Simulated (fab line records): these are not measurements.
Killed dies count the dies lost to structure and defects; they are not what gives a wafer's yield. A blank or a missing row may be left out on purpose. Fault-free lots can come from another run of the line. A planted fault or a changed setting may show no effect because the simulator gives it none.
A single fault, viewed from 2 desks :: flow ritCmos :: each desk holds nothing but its own numbers, with what lay behind them at the end

== DESK OF THE TOOL OWNER: furnace-04 ==
Per lot that ran on this tool, the mean of the sampled wafers carrying a number, from the tool's own readings at RIT_WELLDRIVE_ANNEAL_00 (time 14700 s). If a lot's mean is further than 4 standard deviations from the usual mean, the lot is out of limits and carries the mark OUT (the distance appears in the brackets).
Columns: A = runLengthS at RIT_WELLDRIVE_ANNEAL_00, usual 18271 s; B = spikeTcSourceC at RIT_WELLDRIVE_ANNEAL_00, usual 1126.9 C
lot: L554
first seen here: day 2 16:00
A: 18261
B: 1125.9

lot: L557
first seen here: day 3 09:08
A: 18262
B: 1126.2

lot: L558
first seen here: day 3 19:52
A: 15323 (-99 or more) OUT
B: 1124.4

lot: L560
first seen here: day 4 03:34
A: 15324 (-99 or more) OUT
B: 1127.1

lot: L562
first seen here: day 4 11:38
A: 15320 (-99 or more) OUT
B: 1126.5
This desk's verdict: out of limits on L558, L560, L562, starting with L558 at day 3 19:52 (runLengthS at RIT_WELLDRIVE_ANNEAL_00). Within limits: L554, L557.

== AT THE METROLOGY DESK ==
Means of the sampled wafers that have a number, per lot and without regard to the tool the lot ran on: this is what the gauges read. If a lot's mean is further than 4 standard deviations from the usual mean, the lot is out of limits and carries the mark OUT (the distance appears in the brackets).
Columns: A = NWELL_RS at RIT_WELLDRIVE_RS_MEAS_01, usual 275.5 ohm/sq; B = PWELL_RS at RIT_WELLDRIVE_RS_MEAS_02, usual 426.1 ohm/sq
lot: L551
first seen here: day 2 08:38
A: 273.9
B: 425.3

lot: L552
first seen here: day 2 15:01
A: 275.5
B: 427.1

lot: L553
first seen here: day 2 17:51
A: 275.2
B: 426.2

lot: L554
first seen here: day 2 21:06
A: 275.6
B: 427.5

lot: L556
first seen here: day 3 10:32
A: 274.6
B: 425.5

lot: L557
first seen here: day 3 14:16
A: 275.7
B: 425.6

lot: L558
first seen here: day 4 00:57
A: 287.7 (+14) OUT
B: 439.2 (+8.7) OUT

lot: L559
first seen here: day 4 05:08
A: 275.7
B: 424.9

lot: L560
first seen here: day 4 08:40
A: 286.8 (+13) OUT
B: 438.4 (+8.2) OUT

lot: L561
first seen here: day 4 12:18
A: 275.5
B: 424.9

lot: L562
first seen here: day 4 16:45
A: 285.2 (+11) OUT
B: 437.9 (+7.9) OUT

lot: L571
first seen here: day 6 13:34
A: 276.7
B: 428.3

lot: L572
first seen here: day 6 23:56
A: 275.7
B: 425.0

lot: L573
first seen here: day 7 05:21
A: 275.1
B: 426.4

lot: L574
first seen here: day 7 14:04
A: 276.8
B: 425.2
This desk finds L558, L560, L562 out of limits, with the earliest case on L558 at day 4 00:57 (NWELL_RS at RIT_WELLDRIVE_RS_MEAS_01). Within limits: L551, L552, L553, L554, L556, L557, L559, L561, L571, L572, L573, L574.

== ALL TOGETHER ==
The tool owner's desk could have raised an alarm at day 3 19:52, on L558, L560, L562.
On L558, L560, L562, the metrology desk was in a position to raise an alarm at day 4 00:57.
Every lot named ran RIT_WELLDRIVE_ANNEAL_00 on furnace-04.

== WHAT THE SIMULATOR HAD INSERTED ==
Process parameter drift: furnace-04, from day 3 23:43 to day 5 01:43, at RIT_WELLDRIVE_ANNEAL_00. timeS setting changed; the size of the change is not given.
Lots struck among those shown: L558, L560, L562.
